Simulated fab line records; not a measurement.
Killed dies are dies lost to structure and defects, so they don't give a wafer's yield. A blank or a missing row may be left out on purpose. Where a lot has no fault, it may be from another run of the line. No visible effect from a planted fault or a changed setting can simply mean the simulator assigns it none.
A lot that was struck, set against a sound lot ; flow ritCmos ; 36 steps out of a route of 202
Sound: wafers L424.1, L424.2, L424.4. Struck: wafer L443.6. (L443.1, L443.5 of the same lot were not struck and are left out.) The cause comes at the end.
For every step that has rows: the tool of each side, followed by ch and its chambers, followed by its first start. Under that, the readings that differ: sound wafers ; struck wafers ; difference of the means ; sigmas: that difference in standard deviations of wafers without a fault.
alike: a reading whose means differ by less than 2 such deviations, as well as words and numbers matching on both sides. not compared: withheld readings; readings where some wafer has no value; bounds like >300 that might hide an equal value; numbers whose values overlap and for which the record gives no deviation.
Wherever a step has rows on one side only, a row that says differs or no value, or a row with sigmas, the two part there. When numbers do not overlap yet have no deviation, they are printed without sigmas and do not part them. A reading that every wafer of one side lacks parts them only if that side has two wafers or more.

first, 1 step without rows for these wafers: RIT_SILICIDE_RTA_06 (time 10.37 s, ramp up 5 s, ramp down 10 s).
RIT_CONTACT_CVD_00: deposits SiO2 from TEOS, target thk 400 nm, time 61 s.
  sound on pecvd-02 ch 1,2, day 3 11:28; struck on pecvd-02 ch 0, day 7 09:37
  alike: heaterPowerW
RIT_CONTACT_THK_MEAS_01:
  sound: filmMetro-03 at day 3 11:31; struck: filmMetro-03 at day 7 09:40
  alike: CONTACT_TEOS_THK
then, 6 steps without rows for these wafers: RIT_CONTACT_HMDS_02 (prime time 60 s); RIT_CONTACT_COAT_03 (resist thk 1000 nm); RIT_CONTACT_SOFTBAKE_04 (time 60 s); RIT_CONTACT_EXPOSE_05 (exposes mask M11, target cd 1000 nm); RIT_CONTACT_PEB_06; RIT_CONTACT_DEVELOP_07 (develop time 120 s).
RIT_CONTACT_CD_MEAS_08 targets a cd of 1000 nm.
  sound: cdSem-02 at day 3 12:43; struck: cdSem-02 at day 7 10:44
  alike: cdNm
RIT_CONTACT_OVL_MEAS_09:
  sound: overlay-01 at day 3 12:50; struck: overlay-01 at day 7 10:51
  alike: CONTACT_OVL
then, 1 step without rows for these wafers: RIT_CONTACT_HARDBAKE_10 (time 60 s).
RIT_CONTACT_ETCH_11: etches SiO2 in CHF3/CF4/Ar, stops on TiSi2, target depth 480 nm, time 320 s.
  sound on rieDiel-02 ch 1,2,3, day 3 13:01; struck on rieDiel-01 ch 0, day 7 11:02
reading;sound;struck;difference;sigmas
model.etch.depthNm (nm);403.1 399.2 408.7;326.5;-77.2;
model.CONTACT.featureDepthNm (nm);403.1 399.2 408.7;326.5;-77.2;
model.NOVOLAK_of_CONTACT_COAT_03.thkNm (nm);767.3 772.8 771.5;805.1;+34.6;
  alike: O2_flow_sccm, drypumpMotorCurrentA, oesProductAu, throttleValvePct
  not compared: rfHoursCounterH
RIT_CONTACT_STRIP_12: strips in O2, time 180 s.
  sound on plasmaAsher-02 ch 0,1, day 3 13:13; struck on plasmaAsher-02 ch 0, day 7 11:14
  alike: drypumpMotorCurrentA
  not compared: rfHoursCounterH
RIT_CONTACT_CD_MEAS_90 targets a cd of 1000 nm.
  sound: cdSem-01 at day 3 13:23; struck: cdSem-01 at day 7 11:24
  alike: cdNm
then, 2 steps without rows for these wafers: RIT_CONTACT_CLEAN_13 (cleans in SC1, time 600 s); RIT_CONTACT_CLEAN_14 (cleans in SC2, time 600 s).
RIT_M1_SPUTTER_00: material Al, target thk 400 nm, time 500 s.
  the record holds rows for the sound wafers here (pvdSputter-03, day 3 13:54) but none for the struck ones
RIT_M1_RS_MEAS_01: a four-point-probe measurement.
  the record holds rows for the sound wafers here (filmMetro-01, day 3 14:12) but none for the struck ones
RIT_M1_THK_MEAS_02: measures by xrf.
  the record holds rows for the sound wafers here (filmMetro-01, day 3 14:19) but none for the struck ones
then, 6 steps without rows for these wafers: RIT_M1_HMDS_03 (prime time 60 s); RIT_M1_COAT_04 (resist thk 1300 nm); RIT_M1_SOFTBAKE_05 (time 60 s); RIT_M1_EXPOSE_06 (exposes mask M12, target cd 2600 nm); RIT_M1_PEB_07; RIT_M1_DEVELOP_08 (develop time 68 s).
RIT_M1_CD_MEAS_09 targets a cd of 2600 nm.
  the record holds rows for the sound wafers here (cdSem-01, day 3 15:23) but none for the struck ones
RIT_M1_OVL_MEAS_10:
  the record holds rows for the sound wafers here (overlay-01, day 3 15:30) but none for the struck ones
then, 1 step without rows for these wafers: RIT_M1_HARDBAKE_11 (time 120 s).
RIT_M1_METAL_ETCH_12: etches Al in Cl2/BCl3, stops on SiO2, time 165 s, target depth 600 nm.
  the record has rows for the sound wafers here (rieMetal-02 ch 0,1, day 3 15:53) and none for the struck ones
then, 1 step without rows for these wafers: RIT_M1_STRIP_13 (strips in nmp, time 600 s).
RIT_M1_STRIP_14: strips in O2, time 180 s.
  the record has rows for the sound wafers here (plasmaAsher-01 ch 0,1, day 3 16:14) and none for the struck ones
RIT_M1_CD_MEAS_90 targets a cd of 2600 nm.
  the record holds rows for the sound wafers here (cdSem-02, day 3 16:24) but none for the struck ones
then, 1 step without rows for these wafers: RIT_M1_ANNEAL_15 (time 1839 s).
RIT_M1_BOW_MEAS_16:
  the record holds rows for the sound wafers here (filmMetro-02, day 3 18:01) but none for the struck ones
RIT_M1_PROBE_99:
  sound: prober-02 at day 3 18:08; struck: prober-02 at day 7 16:28
reading;sound;struck;difference;sigmas
killedAtContacts;0 0 0;258;+258;+99 or more
killedDies;6 9 7;264;+257;+89
killedOnRim;1 2 2;70;+68;+53
  alike: killedAtFrontEnd, killedOpen, killedShort

## WHERE THEY PART
Earliest at RIT_M1_SPUTTER_00; latest, in this record, at RIT_M1_PROBE_99.

WHY: the cause the simulator had injected
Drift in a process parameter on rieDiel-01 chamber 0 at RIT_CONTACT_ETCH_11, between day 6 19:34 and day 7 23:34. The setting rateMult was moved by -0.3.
